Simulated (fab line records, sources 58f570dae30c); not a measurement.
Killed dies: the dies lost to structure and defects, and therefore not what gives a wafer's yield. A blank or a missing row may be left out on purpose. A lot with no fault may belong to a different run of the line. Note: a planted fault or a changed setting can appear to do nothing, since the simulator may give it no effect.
A struck lot beside a sound one + flow berkeleyCmos170 + 15 out of 331 route steps
Sound: wafers L208.1, L208.3, L208.6. The struck wafers were L207.2, L207.3, L207.5. The cause is given at the end.
Each step with rows lists, per side, the tool, then ch with its chambers, then its first start. Under that, the readings that differ: sound wafers + struck wafers + difference of the means + sigmas: that difference in standard deviations of wafers without a fault.
alike: words and numbers the same on both sides, and readings whose means are apart by under 2 such deviations; not compared: readings that were withheld, readings missing a value for some wafer, numbers with overlapping values and no deviation given by the record, and bounds like >300 which may hide the same value.
Wherever a step has rows on one side only, a row that says differs or no value, or a row with sigmas, the two part there. Numbers that don't overlap but have no deviation are shown without sigmas and don't part them. A reading that every wafer of one side lacks parts them only if that side has two wafers or more.

UCB170_V1_CD_MEAS_12: target cd 700 nm.
  sound on cdSem-02, day 10 02:52; struck on cdSem-02, day 10 03:05
  alike: cdNm
UCB170_V1_OVL_MEAS_13:
  sound on overlay-02, day 10 02:59; struck on overlay-02, day 10 03:12
  alike: V1_OVL
UCB170_V1_ETCH_14: etches SiO2 in CHF3/CF4/Ar, stops on Al, target depth 1250 nm, time 291 s.
  sound on rieDiel-03 ch 1,2,3, day 10 03:02; struck on rieDiel-01 ch 2,3, day 10 03:14
  alike: drypumpMotorCurrentA, oesProductAu, throttleValvePct
  not compared: rfHoursCounterH
UCB170_V1_STRIP_15: strips in O2.
  sound on plasmaAsher-03 ch 0,1, day 10 03:13; struck on plasmaAsher-02 ch 0,1, day 10 03:25
  alike: chamberPressureMTorr, drypumpMotorCurrentA, o2FlowSccm, oesProductAu, stripTimeToEndpointS
  not compared: rfHoursCounterH
UCB170_V1_CD_MEAS_90: target cd 700 nm.
  sound on cdSem-02, day 10 03:19; struck on cdSem-01, day 10 03:32
  alike: cdNm
then, 1 step without rows for these wafers: UCB170_M2_PRE_CLEAN_00 (preclean etch time 60 s).
UCB170_M2_SPUTTER_01: material Al, target thk 900 nm, time 120 s.
  sound on pvdSputter-02, day 10 03:29; struck on pvdSputter-01, day 10 03:42
  alike: throttleValvePct
UCB170_M2_RS_MEAS_02: uses a four-point probe to measure.
  sound on filmMetro-04, day 10 03:35; struck on filmMetro-01, day 10 03:48
  alike: M2_AL_RS
UCB170_M2_THK_MEAS_03: measures by xrf.
  sound on filmMetro-04, day 10 03:42; struck on filmMetro-01, day 10 03:55
  alike: M2_AL_THK
then, 3 steps without rows for these wafers: UCB170_M2_HMDS_04 (prime time 60 s); UCB170_M2_COAT_05 (resist thk 900 nm); UCB170_M2_SOFTBAKE_06 (time 60 s).
UCB170_M2_STRIP_07: strips in O2.
  sound on plasmaAsher-01 ch 0,1, day 10 04:31; struck on plasmaAsher-03 ch 0,1, day 10 04:46
  no value came back on the struck wafers for any of 5 readings (chamberPressureMTorr (mTorr), drypumpMotorCurrentA (A) and others); on the sound wafers chamberPressureMTorr (mTorr) reads 3504 3500 3498
| reading                            | sound | struck            | difference | sigmas |
|------------------------------------|-------|-------------------|------------|--------|
| model.KrF_of_M2_COAT_05.thkNm (nm) | 0 0 0 | 898.4 899.3 901.1 | +899.6     |        |
  not compared: rfHoursCounterH
then, 1 step without rows for these wafers: UCB170_M2_STRIP_08 (strips KrF in DMSO, time 600 s).
UCB170_M3_PROBE_99:
  sound on prober-02, day 10 13:34; struck on prober-01, day 10 13:53
| reading                                 | sound                | struck               | difference | sigmas |
|-----------------------------------------|----------------------|----------------------|------------|--------|
| model.etest.diodeNwellSub.leakLog10ACm2 | -7.385 -7.078 -7.354 | -7.392 -7.433 -7.426 | -0.145     |        |
  not compared: model.etest.diodeNplusPwell.leakLog10ACm2, model.etest.diodeNplusComb.leakLog10ACm2, model.etest.contactDiodeArray.leakLog10A, model.etest.diodePplusNwell.leakLog10ACm2, model.etest.diodePplusComb.leakLog10ACm2, model.etest.selectEdgeDiodeN.leakLog10A, model.etest.selectEdgeDiodeP.leakLog10A

## WHERE THEY PART
Only at UCB170_M2_STRIP_07, as far as this record shows.

WHY: the cause the simulator had injected
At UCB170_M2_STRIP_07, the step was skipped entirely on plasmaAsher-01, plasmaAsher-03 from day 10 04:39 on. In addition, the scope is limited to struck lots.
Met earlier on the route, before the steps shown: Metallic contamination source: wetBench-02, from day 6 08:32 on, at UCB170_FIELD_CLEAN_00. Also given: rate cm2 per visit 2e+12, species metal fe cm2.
